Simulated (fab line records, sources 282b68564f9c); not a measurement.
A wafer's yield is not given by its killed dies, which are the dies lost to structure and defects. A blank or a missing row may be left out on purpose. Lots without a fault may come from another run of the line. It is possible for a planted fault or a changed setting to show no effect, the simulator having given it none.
Problem report, 8D (eight disciplines) form, completed by code    flow rit_cmos    the parts of the form that need people (team, actions taken, sign-off) are left out

== 1. WHAT WENT WRONG ==
Wafers without a fault read 192.93 s, standard deviation 0.3; run_length_s at RIT_M1_METAL_ETCH_12 reads a mean of 127.33 s on 4 wafers belonging to 2 lots. So: -99 or more standard deviations from the usual mean.
The step: etches Al in Cl2/BCl3, stops on SiO2, time 165 s, target depth 600 nm.
Seen first at day 5 08:23 on rie_metal-04, wafer L129.2. The record holds 42 wafers of 14 lots with a number at this step. Rule for "out" (also "out of limits"): further than 4 standard deviations from the usual mean. All remaining wafers that have a number are taken as sound.

== 2. WHAT IT IS; WHAT IT IS NOT ==
question                     is                              is not
which readings at this step  run_length_s, oes_product_au    throttle_valve_pct
which lots                   L129, L132                      L119, L120, L122, L123, L124, L134, L135, L136, L137, L139, L140, L142
which wafers of those lots   L129.2, L129.5, L132.3, L132.6  L129.6, L132.2
read on which tools          rie_metal-04                    rie_metal-02, rie_metal-03
when                         from day 5 08:23                up to then (16 sound wafers); but 22 sound wafers of L132, L134, L135, L136, L137, L139, L140, L142 came after

== 3. THE SUSPECTS, EACH WITH WHAT RULES IT OUT ==
Counting: any tool at a process step up to the reading remains a suspect provided it ran every lot that is out. Sound lots after the first of them don't rule it out here, since some wafers of a struck lot are sound.
- rie_metal-04 at RIT_M1_METAL_ETCH_12 (etches Al in Cl2/BCl3, stops on SiO2, time 165 s, target depth 600 nm): kept. It ran every lot that is out, first L129 (day 5 08:23); its last sound lot up to then is L123 (day 4 02:58). Its own readings are out on those wafers: oes_product_au, run_length_s.
- Within rie_metal-04 at RIT_M1_METAL_ETCH_12, the wafers that are out were processed in chamber 0 and their sound lot-mates in chamber 1.
After counting, what remains is rie_metal-04 at RIT_M1_METAL_ETCH_12.

== 4. THE CAUSE (what the simulator had put in) ==
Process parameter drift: rie_metal-04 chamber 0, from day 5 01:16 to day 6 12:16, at RIT_M1_METAL_ETCH_12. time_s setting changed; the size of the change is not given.
Only this tool survived the counting.

== 5. SEQUENCE OF EFFECTS, ordered by route ==
Rows list readings where the struck wafers' mean (over those with a number) sits beyond 3 standard deviations from the usual. Scope: only readings with a usual standard deviation given in the record; hours: median across lots of the time from each lot's start at the first step in this table that gives one to its start at this step; sigmas: change in usual standard deviations.
hours  step                  reading               usual       on struck wafers  change  sigmas
0      RIT_M1_METAL_ETCH_12  oes_product_au        0.778 a.u.  0.992             +0.214  +29
0      RIT_M1_METAL_ETCH_12  run_length_s          192.93 s    127.33            -65.60  -99 or more
1      RIT_M1_CD_MEAS_90     cd_nm                 2599.8 nm   2608.2            +8.4    +3.5
2      RIT_M1_PROBE_99       defect_limited_yield  97.3 %      0.0               -97.3   -75
2      RIT_M1_PROBE_99       killed_at_M0_to_M3    0.0         254.8             +254.8  +99 or more
2      RIT_M1_PROBE_99       killed_dies           7           264               +257    +76
2      RIT_M1_PROBE_99       killed_on_rim         2.0         70.0              +68.0   +45
2      RIT_M1_PROBE_99       sort_bin_5_function   1.5 %       98.3              +96.8   +99 or more
2      RIT_M1_PROBE_99       sort_n_pass           257         0                 -257    -76
2      RIT_M1_PROBE_99       sort_yield_pct        97.3 %      0.0               -97.3   -75
Its process steps:
- RIT_M1_METAL_ETCH_12: etches Al in Cl2/BCl3, stops on SiO2, time 165 s, target depth 600 nm.
- RIT_M1_PROBE_99

== 6. WHAT WOULD HAVE CAUGHT IT SOONER ==
In this record the first reading out of limits was taken at day 5 08:23, 7 hours after the fault began at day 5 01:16.
